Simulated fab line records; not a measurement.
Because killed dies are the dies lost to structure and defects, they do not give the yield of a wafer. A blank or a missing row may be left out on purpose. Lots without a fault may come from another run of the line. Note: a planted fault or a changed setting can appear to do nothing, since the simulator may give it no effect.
Which of the tools did it? / flow berkeley-cmos170 / 14 lots, 42 wafers sampled, at 3 steps of a route of 331

== WHAT THE GAUGES READ, wafer by wafer ==
UCB170_GATE_CD_MEAS_90: target cd 350 nm. Usual: 349.7 nm for cd-nm, sd 1.2.
lot=L699; measured=day 7 11:37; on=cd-sem-02; cd-nm (nm)=349.9 350.0 351.7; flag=
lot=L702; measured=day 8 15:00; on=cd-sem-01; cd-nm (nm)=348.9 349.4 349.9; flag=
lot=L701; measured=day 8 15:07; on=cd-sem-01; cd-nm (nm)=348.7 348.1 349.8; flag=
lot=L703; measured=day 9 05:26; on=cd-sem-02; cd-nm (nm)=350.7 349.0 350.3; flag=
lot=L705; measured=day 9 05:36; on=cd-sem-02; cd-nm (nm)=349.8 348.8 349.4; flag=
lot=L704; measured=day 9 05:52; on=cd-sem-02; cd-nm (nm)=350.5 350.8 350.4; flag=
lot=L711; measured=day 10 01:50; on=cd-sem-02; cd-nm (nm)=350.6 349.6 348.8; flag=
lot=L713; measured=day 10 03:25; on=cd-sem-01; cd-nm (nm)=351.7 349.4 348.6; flag=
lot=L715; measured=day 10 16:51; on=cd-sem-01; cd-nm (nm)=348.5 348.9 347.3; flag=
lot=L714; measured=day 10 16:57; on=cd-sem-01; cd-nm (nm)=350.2 348.5 349.7; flag=
lot=L718; measured=day 10 17:08; on=cd-sem-02; cd-nm (nm)=349.0 350.1 348.9; flag=
lot=L721; measured=day 11 20:13; on=cd-sem-02; cd-nm (nm)=351.5 352.6 352.9; flag=
lot=L720; measured=day 11 20:20; on=cd-sem-02; cd-nm (nm)=349.3 350.6 349.2; flag=
lot=L719; measured=day 11 20:24; on=cd-sem-01; cd-nm (nm)=348.8 348.9 349.7; flag=

UCB170_NLDD_CD_MEAS_06: target cd 1200 nm. Usual: 1200.1 nm for cd-nm, sd 1.5.
lot=L699; measured=day 7 15:52; on=cd-sem-02; cd-nm (nm)=1200.7 1199.9 1202.6; flag=
lot=L702; measured=day 8 17:57; on=cd-sem-02; cd-nm (nm)=1199.0 1200.0 1198.9; flag=
lot=L701; measured=day 8 18:12; on=cd-sem-01; cd-nm (nm)=1198.0 1197.3 1197.9; flag=
lot=L703; measured=day 9 14:15; on=cd-sem-01; cd-nm (nm)=1200.1 1198.6 1200.3; flag=
lot=L705; measured=day 9 14:07; on=cd-sem-01; cd-nm (nm)=1200.2 1199.7 1200.7; flag=
lot=L704; measured=day 9 14:22; on=cd-sem-01; cd-nm (nm)=1200.3 1201.7 1201.0; flag=
lot=L711; measured=day 10 07:52; on=cd-sem-02; cd-nm (nm)=1201.0 1201.7 1199.4; flag=
lot=L713; measured=day 10 10:07; on=cd-sem-01; cd-nm (nm)=1201.6 1202.8 1201.7; flag=
lot=L715; measured=day 10 22:32; on=cd-sem-02; cd-nm (nm)=1203.1 1202.7 1203.2; flag=
lot=L714; measured=day 10 22:43; on=cd-sem-01; cd-nm (nm)=1200.5 1199.7 1199.2; flag=
lot=L718; measured=day 10 23:46; on=cd-sem-02; cd-nm (nm)=1198.5 1199.1 1197.8; flag=
lot=L721; measured=day 12 01:46; on=cd-sem-02; cd-nm (nm)=1201.3 1199.9 1201.5; flag=
lot=L720; measured=day 12 02:35; on=cd-sem-02; cd-nm (nm)=1198.9 1198.4 1199.3; flag=
lot=L719; measured=day 12 02:42; on=cd-sem-02; cd-nm (nm)=1201.2 1200.0 1201.8; flag=

== EACH LOT AND THE TOOL THAT RAN IT (in order: tool; ch and the chambers of the sampled wafers; start) ==
lot=L699; UCB170_GATE_STRIP_16=plasma-asher-01 ch 0,1, day 7 11:29
lot=L702; UCB170_GATE_STRIP_16=plasma-asher-03 ch 0,1, day 8 14:53
lot=L701; UCB170_GATE_STRIP_16=plasma-asher-01 ch 0,1, day 8 15:01
lot=L703; UCB170_GATE_STRIP_16=plasma-asher-03 ch 0,1, day 9 05:20
lot=L705; UCB170_GATE_STRIP_16=plasma-asher-01 ch 0,1, day 9 05:29
lot=L704; UCB170_GATE_STRIP_16=plasma-asher-01 ch 0,1, day 9 05:46
lot=L711; UCB170_GATE_STRIP_16=plasma-asher-03 ch 0,1, day 10 01:29
lot=L713; UCB170_GATE_STRIP_16=plasma-asher-01 ch 0,1, day 10 02:56
lot=L715; UCB170_GATE_STRIP_16=plasma-asher-01 ch 0,1, day 10 16:44
lot=L714; UCB170_GATE_STRIP_16=plasma-asher-03 ch 0,1, day 10 16:48
lot=L718; UCB170_GATE_STRIP_16=plasma-asher-04 ch 0,1, day 10 17:02
lot=L721; UCB170_GATE_STRIP_16=plasma-asher-01 ch 0,1, day 11 20:03
lot=L720; UCB170_GATE_STRIP_16=plasma-asher-04 ch 0,1, day 11 20:10
lot=L719; UCB170_GATE_STRIP_16=plasma-asher-01 ch 0,1, day 11 20:17
- UCB170_GATE_STRIP_16: strips in O2.

== AS READ BY THE TOOLS THEMSELVES (means over the sampled wafers that have a number; for cases with no such wafer, the mark the record gives instead) ==
UCB170_GATE_STRIP_16. Usual: drypump-motor-current-A 5.6 A, standard deviation 0.34; oes-product-au 0.724 a.u., standard deviation 0.0044.
lot=L699; tool=plasma-asher-01; drypump-motor-current-A (A)=5.5; oes-product-au (a.u.)=0.722; flag=
lot=L702; tool=plasma-asher-03; drypump-motor-current-A (A)=6.1; oes-product-au (a.u.)=0.727; flag=
lot=L701; tool=plasma-asher-01; drypump-motor-current-A (A)=5.4; oes-product-au (a.u.)=0.723; flag=
lot=L703; tool=plasma-asher-03; drypump-motor-current-A (A)=5.8; oes-product-au (a.u.)=0.724; flag=
lot=L705; tool=plasma-asher-01; drypump-motor-current-A (A)=5.6; oes-product-au (a.u.)=0.723; flag=
lot=L704; tool=plasma-asher-01; drypump-motor-current-A (A)=5.4; oes-product-au (a.u.)=0.722; flag=
lot=L711; tool=plasma-asher-03; drypump-motor-current-A (A)=5.8; oes-product-au (a.u.)=0.721; flag=
lot=L713; tool=plasma-asher-01; drypump-motor-current-A (A)=5.4; oes-product-au (a.u.)=0.730; flag=
lot=L715; tool=plasma-asher-01; drypump-motor-current-A (A)=5.4; oes-product-au (a.u.)=0.723; flag=
lot=L714; tool=plasma-asher-03; drypump-motor-current-A (A)=6.1; oes-product-au (a.u.)=0.721; flag=
lot=L718; tool=plasma-asher-04; drypump-motor-current-A (A)=5.4; oes-product-au (a.u.)=0.726; flag=
lot=L721; tool=plasma-asher-01; drypump-motor-current-A (A)=5.4; oes-product-au (a.u.)=0.725; flag=
lot=L720; tool=plasma-asher-04; drypump-motor-current-A (A)=5.4; oes-product-au (a.u.)=0.725; flag=
lot=L719; tool=plasma-asher-01; drypump-motor-current-A (A)=5.4; oes-product-au (a.u.)=0.719; flag=

== THE ANSWER, worked out from the rows above alone ==
Rule: take the mean of a lot's wafers that have a number; if it is more than 3 standard deviations from the usual mean, the lot is off. Also off: a lot with no number at a reading for which 4 or more lots have one. The other lots that the step has rows for count as sound. Order of review: gauges by route order, followed by the tools' own readings, for which a lot's mean as printed above is used. At the first step where some lot is off, the reading lying furthest off is the one used; lots without a number count as furthest.
No lot is off at any reading shown: from this, nothing can be told.

== WHAT THE SIMULATOR HAD INSERTED ==
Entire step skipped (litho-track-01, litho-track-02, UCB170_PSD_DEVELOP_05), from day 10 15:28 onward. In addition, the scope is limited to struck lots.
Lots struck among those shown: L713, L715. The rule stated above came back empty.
